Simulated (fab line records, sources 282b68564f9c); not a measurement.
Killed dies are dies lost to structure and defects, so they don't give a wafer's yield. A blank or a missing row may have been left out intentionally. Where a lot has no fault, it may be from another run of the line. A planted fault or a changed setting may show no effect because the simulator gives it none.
Code-filled problem report in 8D (eight disciplines) form	flow ritCmos	the parts of the form that need people (team, actions taken, sign-off) are left out

1. WHAT WENT WRONG
Wafers without a fault read 6.9, standard deviation 2.9; killedAtFrontEnd at RIT_M1_PROBE_99 reads a mean of 47.6 on 9 wafers belonging to 3 lots. That is +14 standard deviations from the usual mean.
First observed at day 6 22:50: wafer L878.4, on prober-01. The record holds 36 wafers of 12 lots with a number at this step. Rule for "out", or "out of limits": more than 4 standard deviations from the usual mean. The other wafers with a number count as sound.

2. WHAT THIS IS AND IS NOT
question	is	is not
which readings at this step	killedAtFrontEnd, killedDies	killedOpen
which lots	L878, L879, L880	L862, L863, L864, L865, L866, L867, L868, L869, L870
which wafers of those lots	all that have a number	-
read on which tools	prober-01, prober-02	-
when	from day 6 22:50	up to then (27 sound wafers)

3. THE SUSPECTS, EACH WITH WHAT RULES IT OUT
Counting: a tool at a process step up to the reading stays a suspect if it ran every lot that is out and no sound lot after the first of them.
- wetBench-02 at RIT_SPACER_CLEAN_02 (cleans in SC2, time 600 s): kept. Every lot that is out went through it, starting with L878 (day 6 08:34), and after that it ran no sound lot; the last sound lot it ran before then is L870 (day 4 19:40).
After counting, what remains is wetBench-02 at RIT_SPACER_CLEAN_02.

4. THE CAUSE (what the simulator had put in)
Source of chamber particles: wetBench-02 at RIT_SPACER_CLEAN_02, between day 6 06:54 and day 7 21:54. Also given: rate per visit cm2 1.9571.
The count eliminated every tool but this one.

5. SEQUENCE OF EFFECTS, ordered by route
One row per reading whose mean, taken over the struck wafers that have a number, lies over 3 standard deviations from the usual. Scope: only readings with a usual standard deviation given in the record; hours: median across lots of the time from each lot's start at the first step in this table that gives one to its start at this step; sigmas: change in usual standard deviations.
hours	step	reading	usual	on struck wafers	change	sigmas
0	RIT_M1_PROBE_99	killedAtFrontEnd	6.9	47.6	+40.7	+14
0	RIT_M1_PROBE_99	killedDies	7.1	47.9	+40.8	+14
Its process steps:
- RIT_M1_PROBE_99

6. HOW IT WOULD HAVE BEEN CAUGHT EARLIER
In this record no reading fell out of limits until day 6 22:50, 16 hours after the fault had begun at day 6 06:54.
Lots out: 3; of these, L880 started RIT_SPACER_CLEAN_02 on wetBench-02 after day 6 22:50. A tool hold placed at that time would have kept it from harm.
